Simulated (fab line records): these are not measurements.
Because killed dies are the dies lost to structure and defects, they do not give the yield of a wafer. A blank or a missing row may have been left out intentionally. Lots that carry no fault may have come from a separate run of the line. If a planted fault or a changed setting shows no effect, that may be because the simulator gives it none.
Commonality check across tools || flow berkeley cmos170 || Sampled: 14 lots, 42 wafers

## REASON IT WAS OPENED
UCB170_ACTIVE_THK_MEAS_06, reading ACTIVE_NITRIDE_THK: flagged on 2 of 14 lots. No-fault wafers: 220.8 nm, standard deviation 1.8.
Rule: a lot is flagged in two cases, either no wafer of it has a number, or all its wafers with numbers fall more than 4 standard deviations from that mean. The rest of the lots are taken to be sound.

{"lot": "L348", "measured": "day 4 06:46", "on": "film metro-02", "ACTIVE_NITRIDE_THK (nm), wafer by wafer": "222.0 219.4 220.4", "flag": ""}
{"lot": "L351", "measured": "day 4 15:36", "on": "film metro-02", "ACTIVE_NITRIDE_THK (nm), wafer by wafer": "220.2 219.9 220.2", "flag": ""}
{"lot": "L350", "measured": "day 4 15:37", "on": "film metro-04", "ACTIVE_NITRIDE_THK (nm), wafer by wafer": "224.6 223.4 224.1", "flag": ""}
{"lot": "L353", "measured": "day 5 05:32", "on": "film metro-04", "ACTIVE_NITRIDE_THK (nm), wafer by wafer": "220.5 222.4 222.2", "flag": ""}
{"lot": "L354", "measured": "day 5 05:32", "on": "film metro-02", "ACTIVE_NITRIDE_THK (nm), wafer by wafer": "221.2 221.1 220.5", "flag": ""}
{"lot": "L356", "measured": "day 5 21:40", "on": "film metro-02", "ACTIVE_NITRIDE_THK (nm), wafer by wafer": "220.1 219.9 221.5", "flag": ""}
{"lot": "L355", "measured": "day 5 21:41", "on": "film metro-04", "ACTIVE_NITRIDE_THK (nm), wafer by wafer": "222.1 221.1 220.9", "flag": ""}
{"lot": "L357", "measured": "day 6 03:14", "on": "film metro-04", "ACTIVE_NITRIDE_THK (nm), wafer by wafer": "218.8 219.4 219.0", "flag": ""}
{"lot": "L359", "measured": "day 6 07:58", "on": "film metro-04", "ACTIVE_NITRIDE_THK (nm), wafer by wafer": "274.7 274.8 275.5", "flag": "FLAGGED"}
{"lot": "L358", "measured": "day 6 07:58", "on": "film metro-02", "ACTIVE_NITRIDE_THK (nm), wafer by wafer": "275.0 275.1 275.4", "flag": "FLAGGED"}
{"lot": "L360", "measured": "day 7 01:12", "on": "film metro-04", "ACTIVE_NITRIDE_THK (nm), wafer by wafer": "220.5 220.2 220.6", "flag": ""}
{"lot": "L362", "measured": "day 7 01:12", "on": "film metro-02", "ACTIVE_NITRIDE_THK (nm), wafer by wafer": "216.6 217.6 215.6", "flag": ""}
{"lot": "L361", "measured": "day 7 01:16", "on": "film metro-04", "ACTIVE_NITRIDE_THK (nm), wafer by wafer": "219.2 218.4 219.2", "flag": ""}
{"lot": "L367", "measured": "day 8 06:47", "on": "film metro-02", "ACTIVE_NITRIDE_THK (nm), wafer by wafer": "219.7 219.9 221.6", "flag": ""}
Average over the flagged lots: 275.1 nm; offset from the usual +54.3 nm, equal to +30 standard deviations.

## TOOL THAT RAN EACH LOT
2 process steps preceding the reading are held in the record, out of 331 steps in the route. Each cell gives the tool, then ch followed by the chambers the sampled wafers passed through, then the start.
{"lot": "L348", "flag": "", "UCB170_ZERO_STRIP_07": "plasma asher-02 ch 0,1, day 1 17:19", "UCB170_ACTIVE_CVD_05": "lpcvd-02 ch 0, day 4 04:50"}
{"lot": "L351", "flag": "", "UCB170_ZERO_STRIP_07": "plasma asher-04 ch 0,1, day 2 09:37", "UCB170_ACTIVE_CVD_05": "lpcvd-01 ch 1, day 4 13:41"}
{"lot": "L350", "flag": "", "UCB170_ZERO_STRIP_07": "plasma asher-03 ch 0,1, day 2 05:10", "UCB170_ACTIVE_CVD_05": "lpcvd-01 ch 1, day 4 13:41"}
{"lot": "L353", "flag": "", "UCB170_ZERO_STRIP_07": "plasma asher-04 ch 0,1, day 2 21:18", "UCB170_ACTIVE_CVD_05": "lpcvd-02 ch 0, day 5 03:37"}
{"lot": "L354", "flag": "", "UCB170_ZERO_STRIP_07": "plasma asher-03 ch 0,1, day 3 04:06", "UCB170_ACTIVE_CVD_05": "lpcvd-02 ch 0, day 5 03:37"}
{"lot": "L356", "flag": "", "UCB170_ZERO_STRIP_07": "plasma asher-03 ch 0,1, day 3 12:28", "UCB170_ACTIVE_CVD_05": "lpcvd-02 ch 1, day 5 19:45"}
{"lot": "L355", "flag": "", "UCB170_ZERO_STRIP_07": "plasma asher-04 ch 0,1, day 3 08:31", "UCB170_ACTIVE_CVD_05": "lpcvd-02 ch 1, day 5 19:45"}
{"lot": "L357", "flag": "", "UCB170_ZERO_STRIP_07": "plasma asher-02 ch 0,1, day 3 18:10", "UCB170_ACTIVE_CVD_05": "lpcvd-01 ch 1, day 6 01:15"}
{"lot": "L359", "flag": "FLAGGED", "UCB170_ZERO_STRIP_07": "plasma asher-03 ch 0,1, day 4 00:08", "UCB170_ACTIVE_CVD_05": "lpcvd-02 ch 1, day 6 06:02"}
{"lot": "L358", "flag": "FLAGGED", "UCB170_ZERO_STRIP_07": "plasma asher-02 ch 0,1, day 4 00:26", "UCB170_ACTIVE_CVD_05": "lpcvd-02 ch 0, day 6 06:02"}
{"lot": "L360", "flag": "", "UCB170_ZERO_STRIP_07": "plasma asher-03 ch 1, day 4 08:13", "UCB170_ACTIVE_CVD_05": "lpcvd-01 ch 1, day 6 23:17"}
{"lot": "L362", "flag": "", "UCB170_ZERO_STRIP_07": "plasma asher-03 ch 0,1, day 4 15:56", "UCB170_ACTIVE_CVD_05": "lpcvd-01 ch 0, day 6 23:17"}
{"lot": "L361", "flag": "", "UCB170_ZERO_STRIP_07": "plasma asher-02 ch 0,1, day 4 15:46", "UCB170_ACTIVE_CVD_05": "lpcvd-01 ch 1, day 6 23:17"}
{"lot": "L367", "flag": "", "UCB170_ZERO_STRIP_07": "plasma asher-02 ch 0,1, day 5 17:11", "UCB170_ACTIVE_CVD_05": "lpcvd-01 ch 1, day 8 04:52"}
These steps, and what they do:
- UCB170_ZERO_STRIP_07: strips in O2.
- UCB170_ACTIVE_CVD_05: deposits Si3N4 from SiH2Cl2/NH3, target thk 220 nm, time 3300 s.
- UCB170_ACTIVE_THK_MEAS_06

## FLAGGED AGAINST TOTAL, ONE TOOL AT A TIME (gauges that did the reading follow at the end)
{"step": "UCB170_ZERO_STRIP_07", "tool": "plasma asher-02", "lots run": 5, "flagged": 1, "share of the flagged lots": "some", "sound lots run after its first flagged lot": "2 (L361,L367)"}
{"step": "UCB170_ZERO_STRIP_07", "tool": "plasma asher-03", "lots run": 6, "flagged": 1, "share of the flagged lots": "some", "sound lots run after its first flagged lot": "2 (L360,L362)"}
{"step": "UCB170_ZERO_STRIP_07", "tool": "plasma asher-04", "lots run": 3, "flagged": 0, "share of the flagged lots": "none", "sound lots run after its first flagged lot": "-"}
{"step": "UCB170_ACTIVE_CVD_05", "tool": "lpcvd-01", "lots run": 7, "flagged": 0, "share of the flagged lots": "none", "sound lots run after its first flagged lot": "-"}
{"step": "UCB170_ACTIVE_CVD_05", "tool": "lpcvd-02", "lots run": 7, "flagged": 2, "share of the flagged lots": "all", "sound lots run after its first flagged lot": 0}
{"step": "UCB170_ACTIVE_THK_MEAS_06", "tool": "film metro-02", "lots run": 7, "flagged": 1, "share of the flagged lots": "some", "sound lots run after its first flagged lot": "2 (L362,L367)"}
{"step": "UCB170_ACTIVE_THK_MEAS_06", "tool": "film metro-04", "lots run": 7, "flagged": 1, "share of the flagged lots": "some", "sound lots run after its first flagged lot": "2 (L360,L361)"}

## WHAT THE TABLE ALLOWS
1 row of the table ran every flagged lot: lpcvd-02 at UCB170_ACTIVE_CVD_05.
- lpcvd-02 at UCB170_ACTIVE_CVD_05: 2 of its 7 lots flagged. Its last sound lot is L355 (day 5 19:45), its first flagged lot L358 (day 6 06:02): a fault that began between those two fits.
One tool is left: lpcvd-02 at UCB170_ACTIVE_CVD_05.

## WHAT THE SIMULATOR PUT IN
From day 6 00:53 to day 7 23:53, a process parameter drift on lpcvd-02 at UCB170_ACTIVE_CVD_05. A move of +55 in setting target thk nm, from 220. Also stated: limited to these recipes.
Lots struck among those shown: L359, L358. The same result came from the rule above.
